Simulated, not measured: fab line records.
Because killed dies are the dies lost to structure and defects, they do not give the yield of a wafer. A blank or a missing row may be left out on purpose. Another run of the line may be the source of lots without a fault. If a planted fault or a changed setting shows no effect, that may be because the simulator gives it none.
2 desks, one fault    flow berkeley-cmos170    what lay behind the numbers comes last; until then each desk has only its own

## FROM THE METROLOGY DESK
What the gauges read for every lot (on any tool): the sampled wafers with a number, averaged. If a lot's mean is further than 4 standard deviations from the usual mean, the lot is out of limits and carries the mark OUT (the distance appears in the brackets).
Columns: A = PWELL_OXIDE_THK at UCB170_PWELL_THK_MEAS_03, usual 26.2 nm; B = PWELL_NITRIDE_THK at UCB170_PWELL_THK_MEAS_06, usual 220.2 nm; C = PWELL_OVL at UCB170_PWELL_OVL_MEAS_13, usual -2 nm; D = PWELL_TW at UCB170_PWELL_TW_MEAS_17, usual 379.4
lot   first seen here  A     B      C   D
L176  day 3 06:09      26.4  218.0  -2  375.3
L184  day 4 17:29      26.1  218.2  -2  381.4
L186  day 4 22:22      26.1  224.7  0   379.7
L188  day 5 16:21      26.7  217.3  -1  379.0
L195  day 7 01:15      26.9  220.6  -2  378.3
L196  day 7 08:46      26.0  221.8  -1  372.3
This desk's verdict: no lot among the 6 shows anything out of limits.

## AT THE TOOL OWNER'S DESK: rie-diel-03
The tool's own readings at UCB170_PWELL_ETCH_14 (etches Si3N4 in CH3F/Ar/O2, stops on SiO2, target depth 242 nm, time 151 s): means of the sampled wafers that have a number, for each lot that ran on this tool. If a lot's mean is further than 4 standard deviations from the usual mean, the lot is out of limits and carries the mark OUT (the distance appears in the brackets).
Columns: A = drypump-motor-current-A at UCB170_PWELL_ETCH_14, usual 5.7 A; B = oes-product-au at UCB170_PWELL_ETCH_14, usual 0.945 a.u.; C = throttle-valve-pct at UCB170_PWELL_ETCH_14, usual 8.05 %
lot   first seen here  A    B                 C
L176  day 3 14:02      6.1  0.939             8.01
L184  day 5 00:20      5.8  0.896 (-4.1) OUT  8.16
L186  day 5 07:28      5.8  0.862 (-6.9) OUT  8.05
This desk's verdict: out of limits on L184, L186, starting with L184 at day 5 00:20 (oes-product-au at UCB170_PWELL_ETCH_14). Within limits: L176.

## PUT TOGETHER
The tool owner's desk had the chance to raise an alarm at day 5 00:20 on L184, L186.
From the metrology desk's view, nothing was out of limits.
The metrology desk has L184, L186 on record, within its limits.
Every lot named ran UCB170_PWELL_ETCH_14 on rie-diel-03.

## WHAT THE SIMULATOR HAD INSERTED
rie-diel-03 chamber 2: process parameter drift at UCB170_PWELL_ETCH_14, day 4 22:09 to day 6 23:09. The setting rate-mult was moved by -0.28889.
Shown lots that were struck: L184, L186.
Time in hours from fault onset to the first out-of-limits reading at each desk: the tool owner's desk, 2.
